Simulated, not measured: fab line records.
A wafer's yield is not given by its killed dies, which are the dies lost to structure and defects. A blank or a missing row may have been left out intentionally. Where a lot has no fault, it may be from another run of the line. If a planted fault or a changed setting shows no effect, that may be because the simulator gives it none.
fab line records	flow rit_cmos
[record] lots = 15	wafers = 45	last_day = 8
route steps=202 shown NWELL@31 PWELL@48 REOX@102
lots untouched by any fault: they come from a run of this same line in which no faults occurred
start_h: hours from the record's opening day to when the first of the lot's shown wafers began	wait_h: how many hours have passed since the lot's step before this one	" the same as in the row above	L1.1+2: one row covering several wafers at once	- either no value or no given start	* or withheld: withheld	< > ~ a bound
route shown NAME@n: names a module that has steps shown in the file, with the first one's number in the route	usual: the fault-free wafers' mean and standard deviation	same: alike in all rows	chamber/n: place in a boat	sites: readings site by site	_std_site: the values' standard deviation	_edge_site: inner sites' mean taken away from outer sites' mean	radius_mm: how far each site lies from the wafer's centre	mask NAME#n: copy n	behind: the most recent tool/chamber to have shaped the wafer	hold: cause of the lot's hold/its duration in hours/its outcome	device: whichever transistor did not switch (one of n, p or np)	end of line: the route-end tests of the same wafers	step lacking rows: just its recipe	killed: dies lost to structure and defects at the first sort, not the wafer's yield	map: a wafer's dies, x killed, . not, _ none there
set.NAME: the run value of the setting; set.NAME@STEP: its run value at that earlier step	model.NAME: the simulator's own value behind a step, which no gauge read
the route's steps for a sample of lots (tables are steps, rows are wafers)
services: a tool's chamber out of use, with start hour (start_h, from the record's first day; less than 0 if before it), hours out, and reason
[[steps]]
[step RIT_NWELL_EXPOSE_03]
[recipe] mask_id = M2	na = 0.57	target_cd_nm = 43900	dose_mj = 250
[usual] exposure_dose_mJ_cm2 = 249.97/0.26	focus_offset_nm = 0.2/0.55
lot.wafer	tool	chamber	start_h	wait_h	mask	exposure_dose_mJ_cm2	focus_offset_nm
L653.2	iline_stepper-02	0	29.71	0.1	M2#0	250.11	1.3
L653.3	"	0	"	"	M2#0	249.51	1.0
L653.4	"	0	"	"	M2#0	249.95	1.2
L656.3	iline_stepper-02	0	42.67	0.1	M2#0	249.64	0.3
L656.4	"	0	"	"	M2#0	249.82	0.4
L656.5	"	0	"	"	M2#0	250.32	0.4
L661.1	iline_stepper-02	-	66.89	0.2	M2#0	-	-
L661.3	"	-	"	"	M2#0	-	-
L661.4	"	-	"	"	M2#0	-	-
L662.2	iline_stepper-01	-	76.77	0.2	M2#0	-	-
L662.3	"	-	"	"	M2#0	-	-
L662.5	"	-	"	"	M2#0	-	-
L663.1	iline_stepper-01	-	78.25	0.1	M2#0	-	-
L663.3	"	-	"	"	M2#0	-	-
L663.5	"	-	"	"	M2#0	-	-
L666.2	iline_stepper-01	0	92.74	0.2	M2#0	249.91	0.3
L666.4	"	0	"	"	M2#0	249.83	-0.5
L666.6	"	0	"	"	M2#0	250.27	0.2
L667.3	iline_stepper-01	0	97.13	0.1	M2#0	249.65	0.1
L667.5	"	0	"	"	M2#0	249.52	-0.1
L667.6	"	0	"	"	M2#0	249.94	-0.3
L668.1	iline_stepper-02	0	101.54	0.4	M2#0	249.76	-0.3
L668.5	"	0	"	"	M2#0	249.84	-0.1
L668.6	"	0	"	"	M2#0	249.95	-0.5
L669.3	iline_stepper-01	0	106.89	0.3	M2#0	249.72	0.5
L669.5	"	0	"	"	M2#0	250.22	0.2
L669.6	"	0	"	"	M2#0	249.77	-0.2
L670.1	iline_stepper-01	0	112.18	0.1	M2#0	249.91	0.0
L670.2	"	0	"	"	M2#0	250.07	0.1
L670.5	"	0	"	"	M2#0	250.05	-1.2
L671.1	iline_stepper-02	0	123.52	0.2	M2#0	249.94	0.5
L671.3	"	0	"	"	M2#0	250.35	0.3
L671.6	"	0	"	"	M2#0	250.24	0.2
L672.2	iline_stepper-02	0	125.80	0.1	M2#0	250.05	0.1
L672.3	"	0	"	"	M2#0	249.92	0.1
L672.4	"	0	"	"	M2#0	249.81	0.3
L673.2	iline_stepper-02	0	128.24	0.1	M2#0	250.13	0.5
L673.5	"	0	"	"	M2#0	250.47	0.8
L673.6	"	0	"	"	M2#0	250.46	0.7
L674.2	iline_stepper-01	0	132.17	0.2	M2#0	250.07	2.0
L674.4	"	0	"	"	M2#0	250.22	1.2
L674.6	"	0	"	"	M2#0	250.19	0.9
L675.1	iline_stepper-02	0	136.25	0.2	M2#0	249.37	0.2
L675.4	"	0	"	"	M2#0	249.04	-0.3
L675.6	"	0	"	"	M2#0	249.63	0.1
[step RIT_PWELL_STRIP_09]
[recipe] chemistry = O2	time_s = 180	resist = NOVOLAK	platen_temp_c = withheld	power_w = 500	pressure_mtorr = 4000	o2_flow_sccm = 4000
[usual] chamber_pressure_mTorr = 4000/3.6	drypump_motor_current_A = 5.6/0.55
lot.wafer	tool	chamber	start_h	wait_h	chamber_pressure_mTorr	drypump_motor_current_A	rf_hours_counter_h
L653.2	plasma_asher-01	0	32.20	0.1	4005	5.1	38
L653.3	"	1	"	"	3998	5.2	-
L653.4	"	0	"	"	4005	5.1	-
L656.3	plasma_asher-03	0	45.10	0.1	4003	6.0	-
L656.4	"	1	"	"	4001	5.6	-
L656.5	"	1	"	"	3997	5.7	-
L661.1	plasma_asher-01	1	69.44	0.1	4001	5.2	42
L661.3	"	0	"	"	3994	5.1	-
L661.4	"	1	"	"	3992	5.1	-
L662.2	plasma_asher-01	0	79.53	0.1	4002	5.1	43
L662.3	"	1	"	"	4001	5.2	-
L662.5	"	1	"	"	3997	5.2	-
L663.1	plasma_asher-02	0	80.69	0.1	4001	6.5	29
L663.3	"	0	"	"	4002	6.4	-
L663.5	"	0	"	"	4000	6.4	-
L666.2	plasma_asher-03	1	95.26	0.1	4008	5.7	45
L666.4	"	1	"	"	4000	5.7	-
L666.6	"	1	"	"	4001	5.7	-
L667.3	plasma_asher-02	1	99.73	0.1	3996	5.1	-
L667.5	"	0	"	"	4001	6.5	-
L667.6	"	1	"	"	3993	5.1	-
L668.1	plasma_asher-01	0	104.08	0.1	3999	5.1	45
L668.5	"	1	"	"	4003	5.2	-
L668.6	"	0	"	"	3998	5.1	-
L669.3	plasma_asher-02	0	109.81	0.1	4001	6.5	-
L669.5	"	0	"	"	3999	6.5	-
L669.6	"	1	"	"	3999	5.1	-
L670.1	plasma_asher-03	1	114.60	0.1	4000	5.7	48
L670.2	"	0	"	"	3999	6.1	48
L670.5	"	1	"	"	3998	5.7	-
L671.1	plasma_asher-02	1	126.18	0.1	3996	5.1	34
L671.3	"	1	"	"	4000	5.1	-
L671.6	"	0	"	"	3995	6.5	-
L672.2	plasma_asher-03	1	128.39	0.1	4000	5.7	49
L672.3	"	0	"	"	3999	6.0	-
L672.4	"	1	"	"	4012	5.7	-
L673.2	plasma_asher-02	0	130.64	0.1	4003	6.4	34
L673.5	"	1	"	"	3997	5.1	-
L673.6	"	0	"	"	4003	6.5	-
L674.2	plasma_asher-01	1	134.67	0.1	3994	5.2	48
L674.4	"	1	"	"	4000	5.2	-
L674.6	"	1	"	"	4006	5.2	-
L675.1	plasma_asher-02	1	138.76	0.1	3998	5.1	35
L675.4	"	1	"	"	4000	5.1	-
L675.6	"	0	"	"	4001	6.5	-
[step RIT_WELLDRIVE_RS_MEAS_02]
[recipe] thk_meas_gauge = four-point-probe
[usual] PWELL_RS = 426.9/1.4
lot.wafer	tool	chamber	start_h	wait_h	PWELL_RS[ohm/sq]
L653.2	film_metro-04	-	38.56	0.1	426.2
L653.3	"	-	"	"	426.9
L653.4	"	-	"	"	425.8
L656.3	film_metro-03	-	51.86	0.1	427.6
L656.4	"	-	"	"	427.8
L656.5	"	-	"	"	427.2
L661.1	film_metro-02	-	75.70	0.1	427.5
L661.3	"	-	"	"	428.9
L661.4	"	-	"	"	428.3
L662.2	film_metro-02	-	84.98	0.1	427.0
L662.3	"	-	"	"	428.3
L662.5	"	-	"	"	429.5
L663.1	film_metro-03	-	88.50	0.1	427.3
L663.3	"	-	"	"	426.8
L663.5	"	-	"	"	428.3
L666.2	film_metro-02	-	101.10	0.1	424.9
L666.4	"	-	"	"	425.1
L666.6	"	-	"	"	425.1
L667.3	film_metro-02	-	106.20	0.1	424.4
L667.5	"	-	"	"	424.8
L667.6	"	-	"	"	425.0
L668.1	film_metro-03	-	109.52	0.1	427.5
L668.5	"	-	"	"	428.0
L668.6	"	-	"	"	426.6
L669.3	film_metro-03	-	117.27	0.1	427.8
L669.5	"	-	"	"	428.0
L669.6	"	-	"	"	427.6
L670.1	film_metro-04	-	123.49	0.1	425.5
L670.2	"	-	"	"	425.2
L670.5	"	-	"	"	424.9
L671.1	film_metro-02	-	131.96	0.1	428.1
L671.3	"	-	"	"	427.3
L671.6	"	-	"	"	428.8
L672.2	film_metro-04	-	135.79	0.1	425.9
L672.3	"	-	"	"	425.9
L672.4	"	-	"	"	424.6
L673.2	film_metro-02	-	138.32	0.1	427.6
L673.5	"	-	"	"	427.5
L673.6	"	-	"	"	428.2
L674.2	film_metro-04	-	140.13	0.1	429.1
L674.4	"	-	"	"	429.4
L674.6	"	-	"	"	428.7
L675.1	film_metro-03	-	146.27	0.1	427.9
L675.4	"	-	"	"	426.1
L675.6	"	-	"	"	427.3
[step RIT_REOX_THK_MEAS_04]
[recipe] reads = SiO2_of_REOX_OXIDATION_03
[usual] REOX_OXIDE_THK = 25.2/0.51
lot.wafer	tool	chamber	start_h	wait_h	REOX_OXIDE_THK[nm]
L653.2	film_metro-04	-	52.12	0.0	25.0
L653.3	"	-	"	"	25.4
L653.4	"	-	"	"	25.2
L656.3	film_metro-03	-	69.62	0.0	25.2
L656.4	"	-	"	"	25.4
L656.5	"	-	"	"	25.5
L661.1	film_metro-02	-	90.79	0.0	24.6
L661.3	"	-	"	"	25.5
L661.4	"	-	"	"	25.2
L662.2	film_metro-04	-	98.09	0.0	25.4
L662.3	"	-	"	"	25.4
L662.5	"	-	"	"	25.5
L663.1	film_metro-02	-	100.63	0.0	24.6
L663.3	"	-	"	"	24.6
L663.5	"	-	"	"	24.7
L666.2	film_metro-02	-	116.98	0.0	25.6
L666.4	"	-	"	"	25.1
L666.6	"	-	"	"	25.0
L667.3	film_metro-04	-	125.57	0.0	25.3
L667.5	"	-	"	"	25.1
L667.6	"	-	"	"	24.7
L668.1	film_metro-04	-	128.18	0.0	25.7
L668.5	"	-	"	"	25.8
L668.6	"	-	"	"	25.4
L669.3	film_metro-02	-	130.94	0.0	25.5
L669.5	"	-	"	"	25.5
L669.6	"	-	"	"	25.5
L670.1	film_metro-03	-	138.20	0.0	25.4
L670.2	"	-	"	"	25.3
L670.5	"	-	"	"	25.4
L671.1	film_metro-04	-	154.71	0.0	25.6
L671.3	"	-	"	"	24.5
L671.6	"	-	"	"	24.9
L672.2	film_metro-02	-	160.48	0.0	24.5
L672.3	"	-	"	"	24.8
L672.4	"	-	"	"	24.6
L673.2	film_metro-04	-	160.48	0.0	24.6
L673.5	"	-	"	"	24.8
L673.6	"	-	"	"	24.7
L674.2	film_metro-03	-	160.49	0.0	24.2
L674.4	"	-	"	"	24.3
L674.6	"	-	"	"	24.0
L675.1	film_metro-04	-	171.13	0.0	24.8
L675.4	"	-	"	"	25.1
L675.6	"	-	"	"	25.2
[[services]]
tool	chamber	start_h	hours	kind
plasma_asher-03	-	8.36	3.6	repair
iline_stepper-02	0	11.28	-	calibration
iline_stepper-02	-	13.93	2.1	pm
iline_stepper-02	-	16.02	-	consumable_replace:lamp
plasma_asher-01	-	74.82	4.1	repair
iline_stepper-02	-	106.63	9.2	repair
plasma_asher-02	-	114.45	7.6	repair
iline_stepper-01	0	116.15	-	calibration
[[key]]
[first_sign] step = RIT_NWELL_EXPOSE_03	reading = tool_record	direction = missing
effect none on later readings
met_at RIT_NWELL_EXPOSE_03
struck_lots L661,L662,L663
sort_left_out L661.1,L661.3,L661.4,L662.2,L662.3,L662.5,L663.1,L663.3,L663.5
tester_left_out L661,L662,L663
not_acting_at RIT_PWELL_STRIP_09,RIT_WELLDRIVE_RS_MEAS_02,RIT_REOX_THK_MEAS_04
onset_between 42.67 66.89
[fault] kind = skipped_step_whole	tool = iline_stepper-01,iline_stepper-02	chamber = -	onset_h = 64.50	steps = RIT_NWELL_EXPOSE_03	scope = struck_lots_only
// tester_left_out: of these lots the tester's yield and bins aren't shown, on N5 and GAA mostly nor the transistor test; their killed dies are dies lost to structure and defects alone, not to doping, threshold or leakage, so they don't give the yield
// sort_left_out: the simulated sort isn't trusted on such a fault, so these wafers' sort isn't shown, and their yield isn't known
